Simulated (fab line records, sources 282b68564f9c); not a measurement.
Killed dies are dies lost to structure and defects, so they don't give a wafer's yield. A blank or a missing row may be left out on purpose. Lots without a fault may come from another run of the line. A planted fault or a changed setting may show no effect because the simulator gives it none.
Which tool did it? | flow rit_cmos | 11 lots, 33 wafers sampled, at 1 step of a route of 202

WHAT THE GAUGES READ, wafer by wafer
RIT_NWELL_OVL_MEAS_06.
lot  | measured    | on         | NWELL_OVL (nm)
L935 | day 1 21:17 | overlay-01 | 2.9 1.5 2.4
L936 | day 2 02:47 | overlay-02 | -1.5 0.6 -0.2
L937 | day 2 11:05 | overlay-01 | 0.6 0.5 -0.5
L938 | day 2 13:19 | overlay-02 | 0.1 -0.1 -0.7
L939 | day 2 18:20 | overlay-02 | -1.3 -1.7 -2.2
L943 | day 3 14:10 | overlay-02 | 1.8 -0.1 3.2
L946 | day 4 05:33 | overlay-01 | -0.3 -0.6 0.0
L951 | day 5 06:55 | overlay-01 | 0.5 0.6 1.8
L953 | day 5 15:49 | overlay-01 | 1.1 2.3 0.9
L955 | day 6 02:20 | overlay-02 | -1.4 0.0 -0.5
L957 | day 6 13:53 | overlay-01 | 0.2 1.3 -0.5

WHICH TOOL RAN EACH LOT (tool, then ch and the chambers of the sampled wafers, then the start)
The record holds no process step before these readings.

THE ANSWER, worked out from the rows above alone
Rule: what is usual is taken from the lots themselves. Put in order of their means at a reading, lots are off if they are a third of the lots or fewer, leave a main group of 4 or more, and stand apart from it by a gap of 3 or more times the standard deviation of the main group's means; of several such gaps the widest counts. A main group whose means are all the same, to the digits that the tables above print for the reading, isn't used. A lot without any number at a reading at which 4 lots or more have one is off too. The other lots that the step has rows for count as sound.
No lot is off at any reading shown: from this, nothing can be told.

WHAT THE SIMULATOR HAD PUT IN
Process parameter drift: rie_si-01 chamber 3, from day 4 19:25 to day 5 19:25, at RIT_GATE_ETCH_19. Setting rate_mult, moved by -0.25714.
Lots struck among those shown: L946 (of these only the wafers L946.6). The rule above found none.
